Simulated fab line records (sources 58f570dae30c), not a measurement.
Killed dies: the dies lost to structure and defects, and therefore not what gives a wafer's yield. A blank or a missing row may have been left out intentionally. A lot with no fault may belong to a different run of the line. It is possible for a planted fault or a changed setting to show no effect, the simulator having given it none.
Shared-tool check | flow berkeley_cmos170 | 14 lots, 42 wafers sampled

== REASON IT WAS OPENED ==
2 of 14 lots carry a flag on the reading PSD_TW at UCB170_PSD_TW_MEAS_10. Wafers without a fault read 2319, standard deviation 18.
Rule: a lot is flagged in two cases, either no wafer of it has a number, or all its wafers with numbers fall more than 4 standard deviations from that mean. As for the other lots, they are considered sound.

lot  | measured     | on            | PSD_TW, wafer by wafer | flag
L765 | day 7 01:26  | film_metro-03 | 2322 2328 2322         |
L762 | day 7 01:34  | film_metro-01 | 2339 2337 2348         |
L763 | day 7 01:50  | film_metro-04 | 2328 2331 2330         |
L766 | day 7 14:34  | film_metro-03 | 2305 2317 2311         |
L767 | day 7 21:43  | film_metro-03 | 2300 2308 2306         |
L769 | day 8 18:53  | film_metro-04 | 2338 2325 2316         |
L770 | day 8 19:16  | film_metro-03 | 2827 2819 2823         | FLAGGED
L771 | day 8 19:19  | film_metro-01 | 2332 2333 2331         |
L774 | day 9 03:26  | film_metro-04 | 2859 2857 2847         | FLAGGED
L777 | day 9 21:23  | film_metro-03 | 2304 2293 2303         |
L779 | day 10 10:28 | film_metro-01 | 2351 2346 2355         |
L781 | day 10 10:55 | film_metro-01 | 2336 2337 2343         |
L783 | day 11 07:49 | film_metro-03 | 2305 2315 2311         |
L784 | day 11 19:44 | film_metro-01 | 2335 2347 2339         |
On average the flagged lots' numbers are 2839, which is +520 against the usual, or +29 standard deviations.

== WHICH TOOL RAN EACH LOT ==
The record holds 2 process steps before the reading, out of a route of 331 steps. Every cell lists first the tool, next ch and the chambers used by the sampled wafers, and last the start.
lot  | flag    | UCB170_PSD_IMPLANT_08           | UCB170_PSD_STRIP_09
L765 |         | implanter-01 ch 0, day 7 01:11  | plasma_asher-04 ch 0,1, day 7 01:20
L762 |         | implanter-02 ch 0, day 7 01:19  | plasma_asher-01 ch 0,1, day 7 01:28
L763 |         | implanter-01 ch 0, day 7 01:35  | plasma_asher-01 ch 0,1, day 7 01:44
L766 |         | implanter-03 ch 0, day 7 14:20  | plasma_asher-04 ch 0, day 7 14:28
L767 |         | implanter-03 ch 0, day 7 21:28  | plasma_asher-01 ch 0,1, day 7 21:37
L769 |         | implanter-01 ch 0, day 8 18:41  | plasma_asher-02 ch 0,1, day 8 18:47
L770 | FLAGGED | implanter-01 ch 0, day 8 18:28  | plasma_asher-04 ch 0,1, day 8 19:10
L771 |         | implanter-01 ch 0, day 8 19:04  | plasma_asher-01 ch 0,1, day 8 19:13
L774 | FLAGGED | implanter-03 ch 0, day 9 02:49  | plasma_asher-02 ch 0,1, day 9 03:15
L777 |         | implanter-01 ch 0, day 9 21:09  | plasma_asher-02 ch 0, day 9 21:16
L779 |         | implanter-01 ch 0, day 10 10:14 | plasma_asher-01 ch 0, day 10 10:21
L781 |         | implanter-01 ch 0, day 10 10:41 | plasma_asher-04 ch 0,1, day 10 10:48
L783 |         | implanter-03 ch 0, day 11 07:34 | plasma_asher-01 ch 0,1, day 11 07:43
L784 |         | implanter-02 ch 0, day 11 19:31 | plasma_asher-04 ch 0,1, day 11 19:39
What is done by these steps:
- UCB170_PSD_IMPLANT_08
- UCB170_PSD_STRIP_09: strips in O2.
- UCB170_PSD_TW_MEAS_10

== FLAGGED AGAINST TOTAL, ONE TOOL AT A TIME (gauges that did the reading follow at the end) ==
step                  | tool            | lots run | flagged | share of the flagged lots | sound lots run after its first flagged lot
UCB170_PSD_IMPLANT_08 | implanter-01    | 8        | 1       | some                      | 5 (L769,L771,L777,L779,L781)
UCB170_PSD_IMPLANT_08 | implanter-02    | 2        | 0       | none                      | -
UCB170_PSD_IMPLANT_08 | implanter-03    | 4        | 1       | some                      | 1 (L783)
UCB170_PSD_STRIP_09   | plasma_asher-01 | 6        | 0       | none                      | -
UCB170_PSD_STRIP_09   | plasma_asher-02 | 3        | 1       | some                      | 1 (L777)
UCB170_PSD_STRIP_09   | plasma_asher-04 | 5        | 1       | some                      | 2 (L781,L784)
UCB170_PSD_TW_MEAS_10 | film_metro-01   | 5        | 0       | none                      | -
UCB170_PSD_TW_MEAS_10 | film_metro-03   | 6        | 1       | some                      | 2 (L777,L783)
UCB170_PSD_TW_MEAS_10 | film_metro-04   | 3        | 1       | some                      | 0

== WHAT THE TABLE ALLOWS ==
No row of the table ran every flagged lot.

== WHAT THE SIMULATOR PUT IN ==
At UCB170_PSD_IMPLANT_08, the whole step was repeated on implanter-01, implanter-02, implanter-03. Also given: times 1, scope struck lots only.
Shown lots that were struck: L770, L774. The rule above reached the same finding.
